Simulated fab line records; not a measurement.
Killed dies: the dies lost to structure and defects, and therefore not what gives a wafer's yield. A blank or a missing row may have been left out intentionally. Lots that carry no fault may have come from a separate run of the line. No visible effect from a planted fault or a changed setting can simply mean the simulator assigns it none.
Which tool is to blame?	flow rit_cmos	13 lots, 39 wafers sampled, at 2 steps of a route of 202

WHAT EACH GAUGE READ, for each wafer
RIT_GATE_OVL_MEAS_17.
lot	measured	on	GATE_OVL (nm)
L325	day 2 14:01	overlay-02	0.7 1.1 0.8
L326	day 2 20:41	overlay-01	0.9 -0.5 0.6
L327	day 3 00:56	overlay-02	-2.2 -0.5 -0.6
L328	day 3 08:59	overlay-01	-0.5 0.2 -1.6
L329	day 3 11:14	overlay-02	-0.4 0.3 -0.5
L331	day 3 20:18	overlay-02	1.3 0.7 1.0
L332	day 4 04:17	overlay-01	-148.8 -151.8 -149.2 -148.5 -151.9 -149.0
L333	day 4 08:29	overlay-01	-148.9 -150.0 -149.3 -147.9 -150.2 -149.0
L335	day 4 17:28	overlay-02	-149.8 -152.6 -150.7 -149.8 -152.2 -150.4
L338	day 5 08:17	overlay-01	0.1 -2.2 -0.4
L340	day 5 18:08	overlay-02	-0.7 -0.9 -0.3
L341	day 6 00:56	overlay-01	1.1 0.0 1.3
L343	day 6 10:20	overlay-02	0.4 1.2 2.7

WHICH TOOL RAN EACH LOT (tool, then ch and the chambers of the sampled wafers, then the start)
lot	RIT_GATE_EXPOSE_13
L325	iline_stepper-02 ch 0, day 2 13:30
L326	iline_stepper-01 ch 0, day 2 20:11
L327	iline_stepper-02 ch 0, day 3 00:25
L328	iline_stepper-01 ch 0, day 3 08:29
L329	iline_stepper-02 ch 0, day 3 10:43
L331	iline_stepper-02 ch 0, day 3 19:47
L332	iline_stepper-01 ch 0, day 4 03:47
L333	iline_stepper-01 ch 0, day 4 08:01
L335	iline_stepper-01 ch 0, day 4 16:57
L338	iline_stepper-02 ch 0, day 5 07:46
L340	iline_stepper-02 ch 0, day 5 17:37
L341	iline_stepper-02 ch 0, day 6 00:22
L343	iline_stepper-02 ch 0, day 6 09:51
- RIT_GATE_EXPOSE_13: exposes mask M6, target cd 150 nm.

WHAT THE TOOLS THEMSELVES READ (means of the sampled wafers that have a number; where no wafer has one, the mark that the record gives instead)
RIT_GATE_EXPOSE_13.
lot	tool	exposure_dose_mJ_cm2
L325	iline_stepper-02	378.6
L326	iline_stepper-01	378.8
L327	iline_stepper-02	378.5
L328	iline_stepper-01	379.0
L329	iline_stepper-02	378.4
L331	iline_stepper-02	378.6
L332	iline_stepper-01	378.6
L333	iline_stepper-01	378.4
L335	iline_stepper-01	378.7
L338	iline_stepper-02	379.4
L340	iline_stepper-02	378.8
L341	iline_stepper-02	379.1
L343	iline_stepper-02	378.6

THE ANSWER, worked out from the rows above alone
Rule: usual is defined by the lots themselves. Put in order of their means at a reading, lots are off if they are a third of the lots or fewer, leave a main group of 4 or more, and stand apart from it by a gap of 3 or more times the standard deviation of the main group's means; of several such gaps the widest counts. If all means in a main group match to the digits the tables above print for the reading, that group is not used. Also off: a lot with no number at a reading for which 4 or more lots have one. All remaining lots with rows at the step are treated as sound. The gauges are gone through in route order, then the tools' own readings, and for those a lot's mean is taken as printed above. At the first step where some lot is off, the reading lying furthest off is the one used; lots without a number count as furthest.
Off: L332, L333, L335, seen at RIT_GATE_OVL_MEAS_17 (GATE_OVL). Main group: mean 0.1 nm, sd 0.85.
A tool fits if, at a process step before that reading, it ran every lot that is off, and no sound lot after the first of them. Gauges at RIT_GATE_OVL_MEAS_17: tried the same way as those tools. One fits: RIT_GATE_EXPOSE_13 on iline_stepper-01. A fault onset in the window from L328 (day 3 08:29, its last sound lot) to L332 (day 4 03:47, its first lot off) fits.

WHAT THE SIMULATOR HAD PUT IN
Scanner matching overlay: iline_stepper-01, from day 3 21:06 on, at RIT_GATE_EXPOSE_13. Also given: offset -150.
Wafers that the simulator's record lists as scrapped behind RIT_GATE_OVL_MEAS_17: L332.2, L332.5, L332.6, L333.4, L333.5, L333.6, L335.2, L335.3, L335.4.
Shown lots that were struck: L332, L333, L335. The same result came from the rule above.
